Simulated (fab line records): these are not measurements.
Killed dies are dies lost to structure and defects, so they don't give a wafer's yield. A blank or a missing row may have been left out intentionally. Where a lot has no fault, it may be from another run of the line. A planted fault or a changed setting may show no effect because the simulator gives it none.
Which tool is to blame? :: flow berkeley-cmos170 :: 13 lots, 39 wafers sampled, at 3 steps of a route of 331

== WHAT EACH GAUGE READ, for each wafer ==
UCB170_M3_OVL_MEAS_16.
lot: L488
measured: day 9 02:32
on: overlay-02
M3_OVL (nm): 2 3 0

lot: L489
measured: day 9 16:10
on: overlay-02
M3_OVL (nm): 2 2 14

lot: L491
measured: day 9 15:40
on: overlay-01
M3_OVL (nm): -1 1 0

lot: L490
measured: day 9 15:31
on: overlay-02
M3_OVL (nm): -1 -2 -4

lot: L493
measured: day 9 23:22
on: overlay-02
M3_OVL (nm): 4 11 4

lot: L495
measured: day 10 18:00
on: overlay-02
M3_OVL (nm): 5 9 0

lot: L496
measured: day 11 13:03
on: overlay-01
M3_OVL (nm): 0 3 -3

lot: L497
measured: day 11 11:51
on: overlay-02
M3_OVL (nm): -2 6 6

lot: L500
measured: day 11 12:51
on: overlay-02
M3_OVL (nm): 3 4 1

lot: L502
measured: day 12 08:00
on: overlay-02
M3_OVL (nm): 1 0 5

lot: L501
measured: day 12 05:57
on: overlay-01
M3_OVL (nm): -6 0 5

lot: L509
measured: day 13 05:43
on: overlay-02
M3_OVL (nm): -5 -7 5

lot: L510
measured: day 13 06:15
on: overlay-02
M3_OVL (nm): -11 -5 -9

== WHICH TOOL RAN EACH LOT (tool, then ch and the chambers of the sampled wafers, then the start) ==
lot: L488
UCB170_PFIELD_EXPOSE_03: krf-scanner-02 ch 0, day 4 21:20
UCB170_GATE_ETCH_15: rie-si-02 ch 0,2,3, day 7 00:37

lot: L489
UCB170_PFIELD_EXPOSE_03: krf-scanner-02 ch 0, day 5 10:31
UCB170_GATE_ETCH_15: rie-si-02 ch 0,2,3, day 7 20:57

lot: L491
UCB170_PFIELD_EXPOSE_03: krf-scanner-02 ch 0, day 5 10:52
UCB170_GATE_ETCH_15: rie-si-01 ch 0,2,3, day 7 20:43

lot: L490
UCB170_PFIELD_EXPOSE_03: krf-scanner-02 ch 0, day 5 11:11
UCB170_GATE_ETCH_15: rie-si-02 ch 0,1,3, day 7 20:28

lot: L493
UCB170_PFIELD_EXPOSE_03: krf-scanner-02 ch 0, day 6 02:56
UCB170_GATE_ETCH_15: rie-si-01 ch 1,2,3, day 8 04:56

lot: L495
UCB170_PFIELD_EXPOSE_03: krf-scanner-02 ch 0, day 6 15:05
UCB170_GATE_ETCH_15: rie-si-02 ch 0,1, day 9 00:02

lot: L496
UCB170_PFIELD_EXPOSE_03: krf-scanner-01 ch 0, day 7 03:59
UCB170_GATE_ETCH_15: rie-si-01 ch 0,2, day 9 11:08

lot: L497
UCB170_PFIELD_EXPOSE_03: krf-scanner-01 ch 0, day 7 04:28
UCB170_GATE_ETCH_15: rie-si-01 ch 0,1,2, day 9 10:40

lot: L500
UCB170_PFIELD_EXPOSE_03: krf-scanner-01 ch 0, day 7 15:44
UCB170_GATE_ETCH_15: rie-si-01 ch 0,1, day 9 18:19

lot: L502
UCB170_PFIELD_EXPOSE_03: krf-scanner-01 ch 0, day 8 06:51
UCB170_GATE_ETCH_15: rie-si-02 ch 0,1, day 10 09:11

lot: L501
UCB170_PFIELD_EXPOSE_03: krf-scanner-01 ch 0, day 8 06:58
UCB170_GATE_ETCH_15: rie-si-02 ch 1,2, day 10 08:56

lot: L509
UCB170_PFIELD_EXPOSE_03: krf-scanner-02 ch 0, day 9 08:31
UCB170_GATE_ETCH_15: rie-si-01 ch 2,3, day 11 15:22

lot: L510
UCB170_PFIELD_EXPOSE_03: krf-scanner-01 ch 0, day 9 09:05
UCB170_GATE_ETCH_15: rie-si-02 ch 0,1,2, day 11 15:29
- UCB170_PFIELD_EXPOSE_03: exposes mask PFIELD, target cd 1500 nm.
- UCB170_GATE_ETCH_15: etches poly-Si in HBr/Cl2, stops on SiO2, time 56.3 s, target depth 278.2 nm.

== AS READ BY THE TOOLS THEMSELVES (means over the sampled wafers that have a number; for cases with no such wafer, the mark the record gives instead) ==
UCB170_GATE_ETCH_15.
lot: L488
tool: rie-si-02
HBr_flow_sccm (sccm): 150.2
drypump-motor-current-A (A): 5.6
mfc-cl2-sccm (sccm): 50.02
oes-product-au (a.u.): 0.833
throttle-valve-pct (%): 26.45

lot: L489
tool: rie-si-02
HBr_flow_sccm (sccm): 149.8
drypump-motor-current-A (A): 5.6
mfc-cl2-sccm (sccm): 49.97
oes-product-au (a.u.): 0.816
throttle-valve-pct (%): 26.45

lot: L491
tool: rie-si-01
HBr_flow_sccm (sccm): 150.0
drypump-motor-current-A (A): 6.1
mfc-cl2-sccm (sccm): 50.00
oes-product-au (a.u.): 0.842
throttle-valve-pct (%): 26.45

lot: L490
tool: rie-si-02
HBr_flow_sccm (sccm): 150.1
drypump-motor-current-A (A): 5.6
mfc-cl2-sccm (sccm): 49.98
oes-product-au (a.u.): 0.826
throttle-valve-pct (%): 26.51

lot: L493
tool: rie-si-01
HBr_flow_sccm (sccm): 150.3
drypump-motor-current-A (A): 6.2
mfc-cl2-sccm (sccm): 49.90
oes-product-au (a.u.): 0.838
throttle-valve-pct (%): 26.49

lot: L495
tool: rie-si-02
HBr_flow_sccm (sccm): 149.4
drypump-motor-current-A (A): 5.7
mfc-cl2-sccm (sccm): 50.08
oes-product-au (a.u.): 0.844
throttle-valve-pct (%): 26.53

lot: L496
tool: rie-si-01
HBr_flow_sccm (sccm): 149.9
drypump-motor-current-A (A): 6.1
mfc-cl2-sccm (sccm): 49.77
oes-product-au (a.u.): 0.845
throttle-valve-pct (%): 26.42

lot: L497
tool: rie-si-01
HBr_flow_sccm (sccm): 150.4
drypump-motor-current-A (A): 6.2
mfc-cl2-sccm (sccm): 49.90
oes-product-au (a.u.): 0.834
throttle-valve-pct (%): 26.46

lot: L500
tool: rie-si-01
HBr_flow_sccm (sccm): 149.9
drypump-motor-current-A (A): 6.3
mfc-cl2-sccm (sccm): 50.04
oes-product-au (a.u.): 0.837
throttle-valve-pct (%): 26.40

lot: L502
tool: rie-si-02
HBr_flow_sccm (sccm): 149.7
drypump-motor-current-A (A): 5.4
mfc-cl2-sccm (sccm): 49.92
oes-product-au (a.u.): 0.834
throttle-valve-pct (%): 26.65

lot: L501
tool: rie-si-02
HBr_flow_sccm (sccm): 150.0
drypump-motor-current-A (A): 6.1
mfc-cl2-sccm (sccm): 50.13
oes-product-au (a.u.): 0.843
throttle-valve-pct (%): 26.37

lot: L509
tool: rie-si-01
HBr_flow_sccm (sccm): 149.8
drypump-motor-current-A (A): 6.1
mfc-cl2-sccm (sccm): 49.84
oes-product-au (a.u.): 0.837
throttle-valve-pct (%): 26.53

lot: L510
tool: rie-si-02
HBr_flow_sccm (sccm): 149.8
drypump-motor-current-A (A): 5.7
mfc-cl2-sccm (sccm): 50.11
oes-product-au (a.u.): 0.833
throttle-valve-pct (%): 26.48

== THE ANSWER, worked out from the rows above alone ==
Rule: usual is defined by the lots themselves. Put in order of their means at a reading, lots are off if they are a third of the lots or fewer, leave a main group of 4 or more, and stand apart from it by a gap of 3 or more times the standard deviation of the main group's means; of several such gaps the widest counts. A main group is skipped when, at the precision printed for the reading in the tables above, its means are all equal. Also off: a lot with no number at a reading for which 4 or more lots have one. The other lots that the step has rows for count as sound. First the gauges in route order, then the tools' own readings, where a lot's mean is used as printed above. The first step at which some lot is off is used, and at that step the reading that is off furthest; a lot without a number counts as furthest.
No lot is off at any reading shown: from this, nothing can be told.

== WHAT THE SIMULATOR PUT IN ==
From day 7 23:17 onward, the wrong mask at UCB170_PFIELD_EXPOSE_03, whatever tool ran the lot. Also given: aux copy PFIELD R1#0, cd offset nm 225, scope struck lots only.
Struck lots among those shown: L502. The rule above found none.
